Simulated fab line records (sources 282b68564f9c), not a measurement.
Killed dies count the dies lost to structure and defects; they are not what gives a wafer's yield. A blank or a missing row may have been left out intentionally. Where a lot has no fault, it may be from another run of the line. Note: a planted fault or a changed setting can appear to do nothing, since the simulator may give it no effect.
Problem report in the 8D (eight disciplines) form, filled by code	flow rit_cmos	the parts of the form that need people (team, actions taken, sign-off) are left out

## 1. WHAT IS WRONG
Across 6 wafers from 2 lots, GATE_POLY_THK at RIT_GATE_THK_MEAS_09 averages 262.8 nm, while fault-free wafers read 249.7 nm with a standard deviation of 2.8. Measured from the usual mean, that is +4.7 standard deviations.
Seen first at day 5 04:39 on film_metro-01, wafer L121.2. The record has a number at this step for 42 wafers belonging to 14 lots. Rule for "out", or "out of limits": more than 4 standard deviations from the usual mean. All remaining wafers that have a number are taken as sound.

## 2. WHAT IT IS; WHAT IT IS NOT
question	is	is not
which readings at this step	GATE_POLY_THK	-
which lots	L121, L123	L108, L109, L110, L111, L112, L114, L115, L117, L118, L119, L128, L131
which wafers of those lots	all that have a number	-
read on which gauges	film_metro-01, film_metro-04	film_metro-02
when	from day 5 04:39	up to then (30 sound wafers); but 6 sound wafers of L128, L131 came after

## 3. THE SUSPECTS, EACH WITH WHAT RULES IT OUT
Counting: a tool at a process step up to the reading stays a suspect if it ran every lot that is out and no sound lot after the first of them.
- the gauge at RIT_GATE_THK_MEAS_09 is ruled out. 2 gauges (film_metro-01, film_metro-04) read the wafers that are out.
- lpcvd-02 at RIT_GATE_CVD_08 (deposits poly-Si from SiH4, target thk 250 nm, time 2220 s): kept. Every lot that is out went through it, starting with L121 (day 5 03:01), and after that it ran no sound lot; the last sound lot it ran before then is L118 (day 4 11:47).
After counting, what remains is lpcvd-02 at RIT_GATE_CVD_08.

## 4. THE CAUSE (what the simulator had put in)
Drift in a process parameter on lpcvd-02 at RIT_GATE_CVD_08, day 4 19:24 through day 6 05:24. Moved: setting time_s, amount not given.
Only this tool survived the counting.

## 5. THE EFFECT CHAIN, in route order
Each row: a reading where the mean over the struck wafers with a number is more than 3 standard deviations away from the usual. Scope: only readings with a usual standard deviation given in the record; hours: median across lots of the time from each lot's start at the first step in this table that gives one to its start at this step; sigmas: change in usual standard deviations.
hours	step	reading	usual	on struck wafers	change	sigmas
0	RIT_GATE_THK_MEAS_09	GATE_POLY_THK	249.7 nm	262.8	+13.1	+4.7
1	RIT_GATE_ETCH_19	oes_product_au	0.853 a.u.	0.893	+0.040	+3.1
Process steps it contains:
- RIT_GATE_ETCH_19: etches poly-Si in SF6/CHF3/O2, stops on SiO2, time 165 s, target depth 312.5 nm.

## 6. WHAT WOULD HAVE CAUGHT IT SOONER
In this record the first reading out of limits at a measuring or inspecting step was taken at day 5 04:39, 9 hours after the fault began at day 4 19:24.
Of the tool readings at RIT_GATE_CVD_08 for which the record gives a usual standard deviation, none was out on any struck wafer, so an alarm limit of 4 standard deviations on them would not have fired.
L123, from the lots that are out (2), started RIT_GATE_CVD_08 on lpcvd-02 later than day 5 04:39. It would have been spared by a hold on the tool at that moment.
